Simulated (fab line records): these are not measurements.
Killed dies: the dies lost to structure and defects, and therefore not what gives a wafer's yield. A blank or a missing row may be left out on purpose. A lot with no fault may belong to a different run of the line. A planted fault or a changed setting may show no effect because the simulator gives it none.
fab line records	flow ritCmos
[record] lots = 5	wafers = 15	lastDay = 7
route steps=202 shown GATE@77 FOX2@80 M1@202
lots with no fault: from the same line, run without faults
startH: start of the lot's first displayed wafer, in hours after the record's first day	waitH: hours elapsed since this lot's preceding step	" same as the row above	L1.1+2: one row covering several wafers at once	- no value, or no start was given	* or withheld: withheld	< > ~ a bound
route shown NAME@n: NAME is a module with steps in the file, n the number in the route of the first one	usual: average and standard deviation across the fault-free wafers	same: alike in all rows	chamber/n: place in a boat	sites: each site's reading	_std_site: standard deviation of those values	_edge_site: the outer-site mean with the inner-site mean subtracted	radiusMm: for every site, how far away it sits from the centre of the wafer	mask NAME#n: copy n	behind: tool/chamber where the wafer was last shaped	hold: reason for holding the lot/hours on hold/outcome of the hold	device: whichever transistor did not switch (one of n, p or np)	end of line: the same wafers' tests at the end of the route	a step with no rows: only its recipe	killed: dies lost to structure and defects at the first sort, not the wafer's yield	map: dies across one wafer; x = killed, . = not, _ = none there
set.NAME: the setting the step ran with; set.NAME@STEP: the setting that earlier step ran with	model.NAME: the simulator's own value behind a step, which no gauge read
lots at selected steps of the route; one table per step, one row per wafer
services: the hour from which a tool's chamber was out of use, counted from the record's first day as startH (under 0 if before that day), plus the number of hours and why
[[steps]]
[step RIT_GATE_CLEAN_02]
[recipe] chemistry = dHF	dilution = 50:1	timeS = 30
[step RIT_GATE_CLEAN_03]
[recipe] chemistry = SC2	mix = 3:3:50	timeS = 600	tempC = 75	dry = n2Spin
[step RIT_GATE_CLEAN_04]
[recipe] chemistry = dHF	dilution = 50:1	timeS = 60	dry = n2Spin
[step RIT_FOX2_THK_MEAS_91]
[recipe] reads = SiO2_of_FOX2_OXIDATION_00
[usual] FIELD_OXIDE_LEFT_2_THK = 266/5.7
lot.wafer	tool	chamber	startH	waitH	FIELD_OXIDE_LEFT_2_THK[nm]
L440.1	filmMetro-01	-	56.75	0.0	260
L440.3	"	-	"	"	253
L440.5	"	-	"	"	258
L447.1	filmMetro-02	-	92.89	0.0	268
L447.5	"	-	"	"	273
L447.6	"	-	"	"	275
L454.1	filmMetro-02	-	127.24	0.0	261
L454.2	"	-	"	"	258
L454.4	"	-	"	"	263
L455.1	filmMetro-02	-	131.91	0.0	268
L455.4	"	-	"	"	271
L455.5	"	-	"	"	270
L458.3	filmMetro-02	-	148.21	0.0	258
L458.5	"	-	"	"	262
L458.6	"	-	"	"	259
[step RIT_GATE_OXIDATION_05]
[recipe] tempC = 900	ambient = O2	targetThkA = 30	oxTimeS = 270
[step RIT_GATE_ANNEAL_06]
[recipe] tempC = 900	timeS = 600	ambient = N2O
[step RIT_GATE_THK_MEAS_07]
[recipe] reads = SiO2_of_GATE_OXIDATION_05
[usual] GATE_OXIDE_THK = 3.01/0.066
lot.wafer	tool	chamber	startH	waitH	GATE_OXIDE_THK[nm]
L440.1	filmMetro-04	-	58.38	0.0	2.99
L440.3	"	-	"	"	2.96
L440.5	"	-	"	"	2.93
L447.1	filmMetro-04	-	94.64	0.0	3.12
L447.5	"	-	"	"	3.18
L447.6	"	-	"	"	3.07
L454.1	filmMetro-04	-	128.63	0.0	2.95
L454.2	"	-	"	"	2.94
L454.4	"	-	"	"	3.03
L455.1	filmMetro-04	-	133.30	0.0	3.04
L455.4	"	-	"	"	2.97
L455.5	"	-	"	"	3.07
L458.3	filmMetro-04	-	149.60	0.0	2.93
L458.5	"	-	"	"	2.99
L458.6	"	-	"	"	2.98
[step RIT_GATE_CVD_08]
[recipe] material = poly-Si	targetThkNm = 250	tempC = 610	precursor = SiH4	timeS = 2220	pressureMtorr = 300	sih4FlowSccm = 100
[step RIT_GATE_THK_MEAS_09]
[recipe] reads = poly-Si_of_GATE_CVD_08
[usual] GATE_POLY_THK = 250.8/2.4
lot.wafer	tool	chamber	startH	waitH	GATE_POLY_THK[nm]
L440.1	filmMetro-04	-	60.15	0.0	256.2
L440.3	"	-	"	"	255.7
L440.5	"	-	"	"	254.4
L447.1	filmMetro-04	-	97.12	0.0	247.3
L447.5	"	-	"	"	247.4
L447.6	"	-	"	"	246.4
L454.1	filmMetro-04	-	130.31	0.0	246.4
L454.2	"	-	"	"	247.4
L454.4	"	-	"	"	248.2
L455.1	filmMetro-01	-	134.98	0.0	249.7
L455.4	"	-	"	"	249.7
L455.5	"	-	"	"	247.6
L458.3	filmMetro-01	-	151.28	0.0	248.0
L458.5	"	-	"	"	247.1
L458.6	"	-	"	"	246.3
[step RIT_GATE_HMDS_10]
[recipe] primeTimeS = 60	primeTempC = 140
[step RIT_GATE_COAT_11]
[recipe] resist = NOVOLAK	spinRpm = 4250	resistThkNm = 850
[step RIT_GATE_SOFTBAKE_12]
[recipe] resist = NOVOLAK	tempC = 90	timeS = 58.29
[step RIT_GATE_EXPOSE_13]
[recipe] maskId = M6	na = 0.6	sourceShape = conventional	sigmaOuter = 0.6	targetCdNm = 150	doseMj = 380
lot.wafer	tool	chamber	startH	waitH	mask
L440.1+3+5	ilineStepper-01	0	60.66	0.1	M6#0
L447.1+5+6	ilineStepper-01	0	97.76	0.3	M6_R1#0
L454.1+2+4	ilineStepper-01	0	130.82	0.1	M6#0
L455.1+4+5	ilineStepper-02	0	135.61	0.3	M6#0
L458.3+5+6	ilineStepper-01	0	152.02	0.3	M6#0
[step RIT_GATE_PEB_14]
[recipe] resist = NOVOLAK	tempC = withheld	timeS = withheld
[step RIT_GATE_DEVELOP_15]
[recipe] resist = NOVOLAK	developTimeS = 48.97	devTempC = 23
[usual] chillPlateTempC = 23.03/0.091
lot.wafer	tool	chamber	startH	waitH	chillPlateTempC	model.GATE.cdNm
L440.1	lithoTrack-02	0	-	-	23.15	152.5
L440.3	"	0	"	"	23.16	153.3
L440.5	"	0	"	"	23.07	149.6
L447.1	lithoTrack-04	0	-	-	22.96	142
L447.5	"	0	"	"	23.03	141
L447.6	"	0	"	"	22.96	141.4
L454.1	lithoTrack-02	0	-	-	22.95	149.4
L454.2	"	0	"	"	22.93	147.3
L454.4	"	0	"	"	22.97	149.5
L455.1	lithoTrack-04	0	-	-	22.95	149.5
L455.4	"	0	"	"	22.92	151.1
L455.5	"	0	"	"	23.03	153.1
L458.3	lithoTrack-04	0	-	-	22.93	153.6
L458.5	"	0	"	"	23.13	153.3
L458.6	"	0	"	"	22.97	152.5
[step RIT_GATE_CD_MEAS_16]
[recipe] targetCdNm = 150
[usual] cdNm = 148.7/2.5
lot.wafer	tool	chamber	startH	waitH	cdNm
L440.1	cdSem-01	-	61.06	-	152.5
L440.3	"	-	"	"	153.4
L440.5	"	-	"	"	149.7
L447.1	cdSem-02	-	98.16	-	142.1
L447.5	"	-	"	"	141.0
L447.6	"	-	"	"	141.5
L454.1	cdSem-01	-	131.22	-	149.2
L454.2	"	-	"	"	147.5
L454.4	"	-	"	"	149.4
L455.1	cdSem-02	-	136.03	-	149.4
L455.4	"	-	"	"	151.0
L455.5	"	-	"	"	153.3
L458.3	cdSem-01	-	152.55	-	153.6
L458.5	"	-	"	"	153.5
L458.6	"	-	"	"	152.5
[step RIT_GATE_OVL_MEAS_17]
[usual] GATE_OVL = -0.5/1.6
lot.wafer	tool	chamber	startH	waitH	GATE_OVL[nm]
L440.1	overlay-02	-	61.18	0.1	0.2
L440.3	"	-	"	"	1.2
L440.5	"	-	"	"	0.2
L447.1	overlay-01	-	98.28	0.1	-4.5
L447.5	"	-	"	"	-2.8
L447.6	"	-	"	"	-3.7
L454.1	overlay-02	-	131.34	0.1	-2.2
L454.2	"	-	"	"	-2.0
L454.4	"	-	"	"	-1.9
L455.1	overlay-02	-	136.15	0.1	-0.7
L455.4	"	-	"	"	0.1
L455.5	"	-	"	"	-0.9
L458.3	overlay-01	-	152.64	0.1	-0.1
L458.5	"	-	"	"	-1.5
L458.6	"	-	"	"	-1.1
[step RIT_GATE_HARDBAKE_18]
[recipe] resist = NOVOLAK	tempC = 140	timeS = 60
[step RIT_GATE_ETCH_19]
[recipe] chemistry = SF6/CHF3/O2	timeS = 165	SF6_flow_sccm = 30	CHF3_flow_sccm = 30	O2_flow_sccm = 5	target = poly-Si	pressureMtorr = 40	rfW = 160	targetDepthA = 3125	overEtchFrac = 0.25	stopOn = SiO2
[usual] O2_flow_sccm = 5.001/0.016	SF6_flow_sccm = 30.00/0.094	chamberPressureMTorr = 40.00/0.035	drypumpMotorCurrentA = 5.8/0.47	oesProductAu = 0.850/0.013	throttleValvePct = 10.29/0.19
[same] timeS = 165
lot.wafer	tool	chamber	startH	waitH	O2_flow_sccm	SF6_flow_sccm	chamberPressureMTorr	drypumpMotorCurrentA	oesProductAu	rfHoursCounterH	throttleValvePct	model.GATE.cdNm
L440.1	rieSi-02	1	61.37	0.1	4.962	30.10	40.04	5.3	0.860	26	9.96	152.5
L440.3	"	3	"	"	5.006	30.02	40.04	6.1	0.860	145	10.46	153.3
L440.5	"	3	"	"	4.992	29.98	39.98	6.1	0.860	-	10.45	149.5
L447.1	rieSi-01	1	98.46	0.1	4.998	30.02	39.96	5.9	0.846	2	10.25	142.1
L447.5	"	0	"	"	5.010	29.81	40.01	6.7	0.857	-	10.28	140.9
L447.6	"	1	"	"	5.005	29.91	40.02	5.9	0.847	-	10.26	141.5
L454.1	rieSi-02	3	131.52	0.1	4.999	29.93	40.01	6.1	0.846	146	10.47	149.2
L454.2	"	2	"	"	5.000	29.83	39.96	5.4	0.845	28	10.29	147.2
L454.4	"	1	"	"	4.999	30.01	39.97	5.3	0.847	27	9.98	149.5
L455.1	rieSi-01	1	136.34	0.1	5.006	29.98	40.00	5.9	0.850	3	10.23	149.6
L455.4	"	3	"	"	4.979	30.18	39.97	6.4	0.850	23	10.55	151
L455.5	"	2	"	"	4.991	29.98	39.94	5.3	0.828	-	10.51	153
L458.3	rieSi-02	2	152.87	0.1	5.010	29.95	39.96	5.5	0.853	29	10.28	153.5
L458.5	"	1	"	"	5.020	30.03	39.97	5.3	0.836	-	9.98	153.3
L458.6	"	0	"	"	4.989	29.93	40.00	5.7	0.823	-	10.05	152.5
[step RIT_GATE_STRIP_20]
[recipe] chemistry = O2	timeS = 180	resist = NOVOLAK	platenTempC = withheld	powerW = 500	pressureMtorr = 4000	o2FlowSccm = 4000
[usual] chamberPressureMTorr = 4000/3.6	drypumpMotorCurrentA = 5.8/0.44
[same] timeS = 180
lot.wafer	tool	chamber	startH	waitH	chamberPressureMTorr	drypumpMotorCurrentA	rfHoursCounterH
L440.1	plasmaAsher-01	0	61.47	0.1	4000	6.2	39
L440.3	"	0	"	"	4001	6.2	-
L440.5	"	0	"	"	4001	6.2	-
L447.1	plasmaAsher-03	0	98.57	0.1	4001	6.1	33
L447.5	"	0	"	"	3999	6.1	-
L447.6	"	1	"	"	4000	5.8	-
L454.1	plasmaAsher-01	1	131.63	0.1	4004	5.2	2
L454.2	"	0	"	"	4001	6.2	2
L454.4	"	1	"	"	4002	5.2	-
L455.1	plasmaAsher-03	0	136.45	0.1	4008	6.1	38
L455.4	"	1	"	"	4006	5.7	-
L455.5	"	1	"	"	4001	5.8	-
L458.3	plasmaAsher-01	1	153.04	0.1	4000	5.3	-
L458.5	"	0	"	"	3997	6.2	-
L458.6	"	1	"	"	4001	5.2	-
[step RIT_M1_PROBE_99]
[usual] killedAtContacts = 0.1/0.29	killedAtFrontEnd = 6.3/2.8	killedDies = 6.4/2.8	killedOpen = 3.3/1.7	killedShort = 3.1/1.9
[same] grossDies = 264	killed_at_M0_to_M3 = 0	killed_at_M4_up = 0	killedAtBackSide = 0	killedAtOther = 0
lot.wafer	tool	chamber	startH	waitH	killedAtContacts	killedAtFrontEnd	killedDies	killedOpen	killedShort	model.etest.pmos_0p3.rOnOhmUm	model.etest.pmosTurned.rOnOhmUm	model.etest.pmos_0p15.rOnOhmUm	model.etest.nmos_0p15.rOnOhmUm	model.etest.nmos_0p3.rOnOhmUm	model.etest.nmos_0p15.driveUaUm	model.etest.pmos_0p15.driveUaUm	model.etest.npolyLine.lineOhmUm
L440.1	prober-02	-	83.66	0.1	0	3	3	1	2	6320	3577	2880	1136	2138	462.3	245.9	159.1
L440.3	prober-02	-	83.76	0.2	0	4	4	0	4	6311	3555	2848	1118	2138	463.6	245.6	156.9
L440.5	prober-02	-	83.86	0.2	0	7	7	4	3	6187	3462	2770	1096	2116	479.5	257.4	167.5
L447.1	prober-01	-	119.21	0.1	0	6	6	3	3	6283	3521	2745	1106	2138	479.8	256.8	186.8
L447.5	prober-01	-	119.41	0.2	0	6	6	3	3	6282	3464	2705	1090	2160	484.9	261.9	186.2
L447.6	prober-01	-	119.46	0.2	0	6	6	3	3	6244	3467	2710	1106	2157	478	260.6	189.6
L454.1	prober-02	-	151.42	0.1	0	0	0	0	0	6223	3421	2752	1104	2148	483.7	259.7	163.1
L454.2	prober-02	-	151.47	0.1	0	6	6	3	3	6211	3314	2688	1078	2137	495.1	267.4	172.9
L454.4	prober-02	-	151.57	0.2	0	4	4	2	2	6366	3480	2854	1141	2180	477.5	253.4	166.7
L455.1	prober-01	-	157.47	0.1	0	5	5	3	2	6244	3247	2664	1112	2216	451.7	265.2	164.9
L455.4	prober-01	-	157.62	0.2	0	15	15	9	5	6189	3329	2700	1143	2200	449.6	260.7	161.1
L455.5	prober-01	-	157.67	0.2	0	10	10	1	9	6193	3279	2709	1146	2206	444	257.4	160.9
L458.3	prober-02	-	173.69	0.2	0	2	2	2	0	6179	3455	2795	1154	2129	465.3	254.2	161.6
L458.5	prober-02	-	173.79	0.2	1	6	7	2	5	6192	3464	2841	1169	2161	460.4	253.4	163.3
L458.6	prober-02	-	173.84	0.2	1	1	2	1	1	6181	3392	2793	1146	2128	464.4	253.8	165.3
// killed by level:class
L440.1 FOX1:geometricParticle:short=1 REOX:geometricParticle:short=1 SILICIDE:geometricParticle:open=1
L440.3 GATE:geometricParticle:short=3 SPACER:geometricParticle:short=1
L440.5 SILICIDE:geometricParticle:short=3 GATE:geometricParticle:open=2 FOX2:geometricParticle:open=1 SILICIDE:geometricParticle:open=1
L447.1 FOX1:geometricParticle:short=3 REOX:geometricParticle:open=2 GATE:geometricParticle:open=1
L447.5 REOX:geometricParticle:open=2 SPACER:geometricParticle:short=2 GATE:geometricParticle:short=1 SPACER:geometricParticle:open=1
L447.6 REOX:geometricParticle:open=2 GATE:geometricParticle:short=1 REOX:geometricParticle:short=1 SPACER:geometricParticle:short=1 SPACER:geometricParticle:open=1
L454.2 FOX1:geometricParticle:short=1 FOX1:geometricParticle:open=1 REOX:geometricParticle:open=1 SPACER:geometricParticle:short=1 SILICIDE:geometricParticle:open=1 SILICIDE:geometricParticle:short=1
L454.4 REOX:geometricParticle:short=2 FOX2:geometricParticle:open=1 GATE:geometricParticle:open=1
L455.1 REOX:geometricParticle:open=2 FOX1:geometricParticle:short=1 SILICIDE:geometricParticle:open=1 SILICIDE:geometricParticle:short=1
L455.4 SPACER:geometricParticle:open=4 REOX:geometricParticle:short=3 GATE:geometricParticle:open=2 FOX1:geometricParticle:open=1 FOX2:geometricParticle:short=1 REOX:geometricParticle:open=1 SILICIDE:geometricParticle:short=1 SILICIDE:geometricParticle:open=1
L455.5 REOX:geometricParticle:short=3 GATE:geometricParticle:short=2 FOX1:geometricParticle:short=1 FOX2:geometricParticle:short=1 REOX:geometricParticle:open=1 SPACER:geometricParticle:short=1 SILICIDE:geometricParticle:short=1
L458.3 FOX1:geometricParticle:open=1 GATE:geometricParticle:open=1
L458.5 GATE:geometricParticle:short=4 FOX2:geometricParticle:open=1 SPACER:geometricParticle:short=1 CONTACT:geometricParticle:open=1
L458.6 GATE:geometricParticle:open=1 CONTACT:geometricParticle:short=1
[[services]]
tool	chamber	startH	hours	kind
ilineStepper-01	0	37.47	-	calibration
plasmaAsher-03	-	71.77	2.8	pm
ilineStepper-02	0	94.44	-	calibration
plasmaAsher-01	-	108.75	9.0	pm
plasmaAsher-01	0	108.75	9.0	ventCycle
plasmaAsher-01	1	108.75	9.0	ventCycle
plasmaAsher-01	0	117.75	-	clean
plasmaAsher-01	1	117.75	-	clean
rieSi-02	2	122.05	1.1	repair
rieSi-01	3	122.60	12.7	repair
rieSi-02	3	132.47	-	clean
rieSi-02	3	132.47	24.4	scheduledDown
rieSi-02	3	132.47	24.4	ventCycle
[[key]]
[firstSign] step = RIT_GATE_EXPOSE_13	reading = mask	direction = changed
[effect] step = RIT_GATE_CD_MEAS_16	reading = cdNm	direction = down	sigmas = 2.9	usual = 148.7	struck = 141.5
[modelEffect] step = RIT_GATE_DEVELOP_15	value = GATE.cdNm	without = 153.4	struck = 141.4
[modelEffect] step = RIT_GATE_ETCH_19	value = GATE.cdNm	without = 153.5	struck = 141.5
[modelEffect] step = RIT_M1_PROBE_99	value = etest.pmos_0p3.rOnOhmUm	without = 6554	struck = 6270
metAt RIT_GATE_EXPOSE_13
struckWafers L447.1,L447.5,L447.6
testerLeftOut L447
onsetBetween 60.66 97.76
[fault] kind = wrongMask	tool = any	chamber = -	onsetH = 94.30	steps = RIT_GATE_EXPOSE_13	auxCopy = M6_R1#0	cdOffsetNm = -12	scope = struckLotsOnly
// testerLeftOut: of these lots the tester's yield and bins aren't shown, on N5 and GAA mostly nor the transistor test; their killed dies are dies lost to structure and defects alone, not to doping, threshold or leakage, so they don't give the yield
